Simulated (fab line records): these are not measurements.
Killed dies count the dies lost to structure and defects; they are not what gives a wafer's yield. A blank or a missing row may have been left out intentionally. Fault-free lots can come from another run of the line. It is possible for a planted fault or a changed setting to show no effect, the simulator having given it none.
Struck lot and sound lot, side by side ; flow rit_cmos ; 16 out of 202 route steps
Sound: wafers L931.3, L931.4, L931.5. The struck wafers were L937.3, L937.4, L937.5. The cause is given at the end.
Order at every step that has rows: each side's tool, ch and its chambers, its first start. Under that, the readings that differ: sound wafers ; struck wafers ; difference of the means ; sigmas: that difference in standard deviations of wafers without a fault.
alike: same words and numbers on both sides, and readings whose means sit less than 2 such deviations apart. not compared: any withheld reading, any reading some wafer has no value for, any bound like >300 that may hide the same value, and any number with overlapping values for which the record gives no deviation.
Wherever a step has rows on one side only, a row that says differs or no value, or a row with sigmas, the two part there. Numbers that have no deviation but don't overlap get no sigmas and don't part them. A reading missing from all wafers of one side parts the sides only when that side holds two or more wafers.

RIT_ACTIVE_BOW_MEAS_00:
  sound on film_metro-03, day 2 06:02; struck on film_metro-02, day 3 12:02
  alike: INCOMING_BOW
then, 1 step without rows for these wafers: RIT_ACTIVE_OXIDATION_01 (target thk 46.8 nm, ox time 3360 s).
RIT_ACTIVE_THK_MEAS_02:
  sound on film_metro-01, day 2 08:51; struck on film_metro-01, day 3 15:03
  alike: ACTIVE_OXIDE_THK
then, 1 step without rows for these wafers: RIT_ACTIVE_CVD_03 (deposits Si3N4 from SiH2Cl2/NH3, target thk 150 nm, time 1500 s).
RIT_ACTIVE_THK_MEAS_04:
  sound on film_metro-02, day 2 10:58; struck on film_metro-03, day 3 16:49
  alike: ACTIVE_NITRIDE_THK
then, 1 step without rows for these wafers: RIT_ACTIVE_HMDS_05 (prime time 60 s).
RIT_ACTIVE_COAT_06: resist thk 1000 nm.
  sound on litho_track-01 ch 0, day 2 11:19; struck on litho_track-02 ch 0, day 3 17:03
reading;sound;struck;difference;sigmas
model.NOVOLAK_of_ACTIVE_COAT_06.thk_nm (nm);1003 1007 1004;1066 1066 1069;+62;
  alike: exhaust_pa, spin_speed_rpm
then, 4 steps without rows for these wafers: RIT_ACTIVE_SOFTBAKE_07 (time 60 s); RIT_ACTIVE_EXPOSE_08 (exposes mask M1, target cd 1400 nm); RIT_ACTIVE_PEB_09; RIT_ACTIVE_DEVELOP_10 (develop time 50 s).
RIT_ACTIVE_CD_MEAS_11 targets a cd of 1400 nm.
  sound on cd_sem-02, day 2 12:20; struck on cd_sem-02, day 3 17:58
reading;sound;struck;difference;sigmas
cd_nm (nm);1398.2 1395.8 1397.5;1405.8 1408.0 1408.4;+10.2;+5
then, 1 step without rows for these wafers: RIT_ACTIVE_HARDBAKE_12 (time 60 s).
RIT_ACTIVE_ETCH_13: etches Si3N4 in SF6, stops on SiO2, time 210 s, target depth 210 nm.
  sound on rie_diel-04 ch 0,1, day 2 12:41; struck on rie_diel-04 ch 0,2, day 3 18:16
reading;sound;struck;difference;sigmas
model.NOVOLAK_of_ACTIVE_COAT_06.thk_nm (nm);653.2 663.8 663;707.1 704.9 709.6;+47.2;
  alike: drypump_motor_current_A, oes_product_au, throttle_valve_pct
  not compared: rf_hours_counter_h
RIT_ACTIVE_STRIP_14: strips in O2, time 180 s.
  sound on plasma_asher-04 ch 0,1, day 2 12:53; struck on plasma_asher-04 ch 0,1, day 3 18:28
  alike: drypump_motor_current_A, o2_flow_sccm
  not compared: rf_hours_counter_h
-- the record jumps here: 2 days lie between the struck wafers' starts before and after (it left off in module ACTIVE and takes up again in module M1, whose first step shown is number 202 of the route) --
RIT_M1_PROBE_99:
  sound on prober-02, day 4 12:37; struck on prober-02, day 5 19:05
  alike: killed_at_contacts, killed_at_front_end, killed_dies, killed_open, killed_short

## WHERE THEY PART
Only at RIT_ACTIVE_CD_MEAS_11, as far as this record shows. Later steps at which nothing parts them and some readings are alike: RIT_ACTIVE_ETCH_13, RIT_ACTIVE_STRIP_14, RIT_M1_PROBE_99.

WHY: whatever the simulator had introduced
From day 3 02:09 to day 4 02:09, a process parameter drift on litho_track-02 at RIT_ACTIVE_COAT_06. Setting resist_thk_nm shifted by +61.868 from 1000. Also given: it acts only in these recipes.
